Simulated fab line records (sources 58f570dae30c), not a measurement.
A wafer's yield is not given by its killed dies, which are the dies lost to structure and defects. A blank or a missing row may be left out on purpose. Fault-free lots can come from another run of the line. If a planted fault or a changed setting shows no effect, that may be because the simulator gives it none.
Which tool did it?    flow berkeley-cmos170    15 lots with 39 wafers sampled at 3 steps, on a route of 331 steps

WHAT THE GAUGES READ, wafer by wafer
UCB170_V2_THK_MEAS_01. Usual: V2_TEOS_THK typically reads 2095 nm, with standard deviation 25.
lot   measured      on             V2_TEOS_THK (nm)  flag
L580  day 8 15:43   film-metro-01  2090 2133 2126    
L585  day 9 06:06   film-metro-02  2084 2136 2091    
L584  day 9 10:46   film-metro-01  2083 2104 2116    
L586  day 10 01:23  film-metro-02  2060 2071 2080    
L587  day 10 01:37  film-metro-03  2084 2102 2115    
L589  day 10 19:54  film-metro-01  2077 2149 2119    
L588  day 10 19:46  film-metro-02  2104              
L590  day 10 15:32  film-metro-02  2072 2085 2097    
L593  day 11 05:56  film-metro-02  2076 2076 2115    
L595  day 11 05:55  film-metro-01  2085 2092 2072    
L592  day 11 05:28  film-metro-03  2098              
L596  day 11 07:04  film-metro-03  2074 2097 2100    
L594  day 11 06:46  film-metro-01  2043              
L597  day 12 04:40  film-metro-02  2154 2127 2110    
L602  day 12 09:52  film-metro-03  2086 2053 2052    

WHAT TOOL EACH LOT RAN ON (gives the tool, then ch and the chambers of the sampled wafers, and finally the start)
lot   UCB170_ACTIVE_STRIP_16               UCB170_V1_CVD_00
L580  plasma-asher-02 ch 0,1, day 5 10:53  pecvd-02 ch 0,1, day 8 08:45
L585  plasma-asher-03 ch 0,1, day 5 19:35  pecvd-03 ch 0,2, day 8 23:04
L584  plasma-asher-02 ch 0,1, day 5 19:50  pecvd-03 ch 0,2, day 9 04:33
L586  plasma-asher-02 ch 0,1, day 6 10:51  pecvd-03 ch 0,1,2, day 9 19:34
L587  plasma-asher-01 ch 0,1, day 6 11:05  pecvd-01 ch 1,2, day 9 19:34
L589  plasma-asher-02 ch 0,1, day 7 00:47  pecvd-02 ch 1,2, day 10 08:28
L588  plasma-asher-02 ch 1, day 7 01:10    pecvd-01 ch 2, day 10 08:19
L590  plasma-asher-01 ch 0,1, day 7 01:23  pecvd-03 ch 0,2, day 10 08:19
L593  plasma-asher-01 ch 0,1, day 7 13:50  pecvd-01 ch 0,1, day 10 18:22
L595  plasma-asher-02 ch 0,1, day 7 14:14  pecvd-03 ch 0,1, day 10 18:22
L592  plasma-asher-03 ch 1, day 7 14:32    pecvd-02 ch 2, day 10 18:31
L596  plasma-asher-01 ch 0,1, day 7 14:38  pecvd-02 ch 0,2, day 10 22:05
L594  plasma-asher-02 ch 1, day 7 15:05    pecvd-03 ch 0, day 10 22:00
L597  plasma-asher-03 ch 0,1, day 8 01:20  pecvd-03 ch 0,1,2, day 11 23:03
L602  plasma-asher-03 ch 0,1, day 8 18:41  pecvd-02 ch 0,1,2, day 12 03:28
- UCB170_ACTIVE_STRIP_16: strips in O2.
- UCB170_V1_CVD_00: deposits SiO2 from TEOS/O2, target thk 2000 nm, time 250 s.

WHAT THE TOOLS THEMSELVES READ (means of the sampled wafers that have a number; where no wafer has one, the mark that the record gives instead)
UCB170_ACTIVE_STRIP_16. Usual: drypump-motor-current-A 5.55 A, standard deviation 0.21; o2-flow-sccm 400.2 sccm, standard deviation 1.2; oes-product-au 0.720 a.u., standard deviation 0.0048; strip-time-to-endpoint-s 18.11 s, standard deviation 0.091.
lot   tool             drypump-motor-current-A (A)  o2-flow-sccm (sccm)  oes-product-au (a.u.)  strip-time-to-endpoint-s (s)  flag
L580  plasma-asher-02  5.46                         400.0                0.720                  17.93                         
L585  plasma-asher-03  5.60                         401.1                0.712                  18.13                         
L584  plasma-asher-02  5.44                         399.8                0.722                  18.11                         
L586  plasma-asher-02  5.47                         399.5                0.721                  18.20                         
L587  plasma-asher-01  5.47                         400.3                0.721                  18.12                         
L589  plasma-asher-02  5.48                         399.9                0.723                  18.23                         
L588  plasma-asher-02  5.38                         400.1                0.721                  17.94                         
L590  plasma-asher-01  5.70                         399.8                0.715                  18.17                         
L593  plasma-asher-01  5.47                         401.3                0.715                  18.14                         
L595  plasma-asher-02  5.49                         401.3                0.722                  18.09                         
L592  plasma-asher-03  5.55                         401.3                0.719                  18.11                         
L596  plasma-asher-01  5.47                         399.5                0.722                  18.17                         
L594  plasma-asher-02  5.38                         399.9                0.724                  17.92                         
L597  plasma-asher-03  5.66                         400.6                0.720                  18.08                         
L602  plasma-asher-03  5.61                         399.3                0.724                  18.06                         

UCB170_V1_CVD_00. Usual: heater-power-w reads 242 W (standard deviation 61).
lot   tool      heater-power-w (W)  flag
L580  pecvd-02  211                 
L585  pecvd-03  274                 
L584  pecvd-03  288                 
L586  pecvd-03  248                 
L587  pecvd-01  236                 
L589  pecvd-02  160                 
L588  pecvd-01  242                 
L590  pecvd-03  289                 
L593  pecvd-01  235                 
L595  pecvd-03  286                 
L592  pecvd-02  221                 
L596  pecvd-02  210                 
L594  pecvd-03  369                 
L597  pecvd-03  259                 
L602  pecvd-02  254                 

THE ANSWER, worked out from the rows above alone
Rule: a lot counts as off when the mean over its wafers that have a number is more than 3 standard deviations away from the usual mean. A lot without any number at a reading at which 4 lots or more have one is off too. Any other lot the step has rows for is counted as sound. First the gauges in route order, then the tools' own readings, where a lot's mean is used as printed above. The first step at which some lot is off is used, and at that step the reading that is off furthest; a lot without a number counts as furthest.
No lot is off at any reading shown: from this, nothing can be told.

WHAT THE SIMULATOR PUT IN
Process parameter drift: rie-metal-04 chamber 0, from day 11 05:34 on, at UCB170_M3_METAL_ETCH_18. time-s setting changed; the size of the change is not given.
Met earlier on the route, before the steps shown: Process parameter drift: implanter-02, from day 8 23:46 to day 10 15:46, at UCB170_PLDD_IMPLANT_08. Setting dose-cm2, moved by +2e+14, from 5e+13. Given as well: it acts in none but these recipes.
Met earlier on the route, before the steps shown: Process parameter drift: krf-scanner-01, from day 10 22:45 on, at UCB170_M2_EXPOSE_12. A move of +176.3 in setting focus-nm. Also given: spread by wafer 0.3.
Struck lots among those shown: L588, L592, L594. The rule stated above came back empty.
